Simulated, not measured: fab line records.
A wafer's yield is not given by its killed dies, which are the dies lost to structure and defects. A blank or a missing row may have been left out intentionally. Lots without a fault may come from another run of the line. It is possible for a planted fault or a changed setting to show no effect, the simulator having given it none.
Comparing a struck lot with a sound one / flow berkeley_cmos170 / 16 steps out of a route of 331
Sound: the wafers L943.1, L943.2, L943.3. Wafers struck: L955.1, L955.5, L955.6. The cause is named last.
Each step with rows lists, per side, the tool, then ch with its chambers, then its first start. Under that, the readings that differ: sound wafers / struck wafers / difference of the means / sigmas: that difference in standard deviations of wafers without a fault.
alike: a reading whose means differ by less than 2 such deviations, as well as words and numbers matching on both sides. not compared: withheld readings; readings where some wafer has no value; bounds like >300 that might hide an equal value; numbers whose values overlap and for which the record gives no deviation.
Wherever a step has rows on one side only, a row that says differs or no value, or a row with sigmas, the two part there. Numbers that don't overlap but have no deviation are shown without sigmas and don't part them. A reading that every wafer of one side lacks parts them only if that side has two wafers or more.

UCB170_V2_CMP_02: polishes SiO2.
  sound on cmp-01 ch 0,2,3, day 9 10:10; struck on cmp-01 ch 0,1,2, day 12 03:27
  alike: motor_current_A, platen_rpm, retaining_ring_pressure_frac
UCB170_V2_BOW_MEAS_03:
  sound on film_metro-04 at day 9 10:28; struck on film_metro-02 at day 12 03:36
  alike: V2_BOW
UCB170_V2_THK_MEAS_04:
  sound on film_metro-04 at day 9 10:35; struck on film_metro-02 at day 12 03:43
  alike: V2_POLISHED_THK
then, 7 steps without rows for these wafers: UCB170_V2_CLEAN_05 (cleans in DIW); UCB170_V2_HMDS_06 (prime time 60 s); UCB170_V2_COAT_07 (resist thk 900 nm); UCB170_V2_SOFTBAKE_08 (time 60 s); UCB170_V2_EXPOSE_09 (exposes mask VIA2, target cd 700 nm); UCB170_V2_PEB_10; UCB170_V2_DEVELOP_11 (develop time 45 s).
UCB170_V2_CD_MEAS_12 targets a cd of 700 nm.
  sound on cd_sem-02 at day 9 12:05; struck on cd_sem-01 at day 12 05:29
  alike: cd_nm
UCB170_V2_OVL_MEAS_13:
  sound on overlay-01 at day 9 12:13; struck on overlay-01 at day 12 05:37
  alike: V2_OVL
UCB170_V2_ETCH_14: etches SiO2 in CHF3/CF4/Ar, stops on Al, target depth 1250 nm, time 291 s.
  sound on rie_diel-01 ch 0,1,3, day 9 12:15; struck on rie_diel-04 ch 1,2,3, day 12 05:39
reading=oes_product_au (a.u.); sound=0.861 0.878 0.872; struck=0.839 0.821 0.819; difference=-0.044; sigmas=-4
reading=over_etch_frac; sound=0.25 0.25 0.25; struck=0.40013 0.40013 0.40013; difference=+0.15013; sigmas=
reading=model.KrF_of_V2_COAT_07.thk_nm (nm); sound=606 599.4 602; struck=586.4 575.7 580; difference=-21.8; sigmas=
  alike: drypump_motor_current_A, throttle_valve_pct
  not compared: rf_hours_counter_h
UCB170_V2_STRIP_15: strips in O2.
  sound on plasma_asher-03 ch 0,1, day 9 12:25; struck on plasma_asher-04 ch 0,1, day 12 05:50
reading=strip_time_to_endpoint_s (s); sound=15.20 15.07 15.12; struck=14.76 14.49 14.59; difference=-0.52; sigmas=-5
  alike: drypump_motor_current_A, oes_product_au
  not compared: rf_hours_counter_h
UCB170_V2_CD_MEAS_90 targets a cd of 700 nm.
  sound on cd_sem-02 at day 9 12:31; struck on cd_sem-02 at day 12 05:56
  alike: cd_nm
UCB170_M3_PROBE_99:
  rows exist in the record for the struck wafers here (prober-02, day 12 10:01), but not for the sound ones

== WHERE THEY PART ==
At UCB170_V2_ETCH_14 first; at UCB170_M3_PROBE_99 last (within this record only).

WHY: what had been put in by the simulator
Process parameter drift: rie_diel-04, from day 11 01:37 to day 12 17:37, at UCB170_V2_ETCH_14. From 0.25, the setting over_etch_frac moved by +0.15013. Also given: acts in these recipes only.
